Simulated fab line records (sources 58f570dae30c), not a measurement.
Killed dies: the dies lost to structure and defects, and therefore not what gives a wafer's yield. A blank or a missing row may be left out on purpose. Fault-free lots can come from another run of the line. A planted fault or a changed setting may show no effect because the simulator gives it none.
Problem report, 8D (eight disciplines) form, completed by code :: flow berkeley-cmos170 :: the parts of the form that need people (team, actions taken, sign-off) are left out

## 1. THE ISSUE
Mean of exposure-dose-mJ-cm2 at UCB170_PWELL_EXPOSE_10: 17.760 across 9 wafers in 3 lots; on wafers with no fault it is 19.001 (standard deviation 0.018). That is -69 standard deviations from the usual mean.
The step: exposes mask PWELL, target cd 3000 nm.
Earliest sighting: wafer L406.2 on krf-scanner-02 at day 6 17:26. The record holds 45 wafers of 15 lots with a number at this step. By rule, "out" or "out of limits" means more than 4 standard deviations away from the usual mean. Any other wafer with a number is counted as sound.

## 2. WHAT IT IS, AND WHAT IT ISN'T
question: which readings at this step
is: exposure-dose-mJ-cm2
is not: -

question: which lots
is: L406, L407, L408
is not: L391, L392, L393, L394, L395, L397, L398, L399, L410, L412, L413, L414

question: which wafers of those lots
is: all that have a number
is not: -

question: read on which tools
is: krf-scanner-02
is not: krf-scanner-01

question: when
is: from day 6 17:26
is not: up to then (24 sound wafers); but 12 sound wafers of L410, L412, L413, L414 came after

## 3. WHAT RULES OUT EACH SUSPECT
Counting: a tool stays on the suspect list if, at a process step up to the reading, it processed all lots that are out and no sound lot following the first of them.
- krf-scanner-02 at UCB170_PWELL_EXPOSE_10 (exposes mask PWELL, target cd 3000 nm): kept. All lots that are out passed through it, beginning with L406 at day 6 17:26, and no sound lot followed; its final sound lot before that point was L399 at day 4 19:50. Its own readings are out on those wafers: exposure-dose-mJ-cm2.
After counting, what remains is krf-scanner-02 at UCB170_PWELL_EXPOSE_10.

## 4. THE CAUSE (what the simulator had put in)
Process parameter drift: krf-scanner-02, from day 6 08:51 on, at UCB170_PWELL_EXPOSE_10. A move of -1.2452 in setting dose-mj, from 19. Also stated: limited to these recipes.
The count eliminated every tool but this one.

## 5. THE CHAIN OF EFFECTS, in route order
Each row: a reading whose mean over the struck wafers that have a number lies more than 3 standard deviations from the usual. Only readings whose record carries a usual standard deviation are examined. hours: median over the lots of the time between each lot's start at the first step of this table that gives one and its start at this step. sigmas: the change, counted in usual standard deviations.
hours: 0
step: UCB170_PWELL_EXPOSE_10
reading: exposure-dose-mJ-cm2
usual: 19.001
on struck wafers: 17.760
change: -1.241
sigmas: -69
Process steps it contains:
- UCB170_PWELL_EXPOSE_10: exposes mask PWELL, target cd 3000 nm.
Later measuring or inspecting steps at which every struck wafer that the step has a row for has a number for every such reading, and none has moved that far: UCB170_ACTIVE_THK_MEAS_03, UCB170_PFIELD_TW_MEAS_09.

## 6. WHAT WOULD HAVE CAUGHT IT SOONER
The fault began at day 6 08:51; the first out-of-limits reading in this record came at day 6 17:26, 9 hours later.
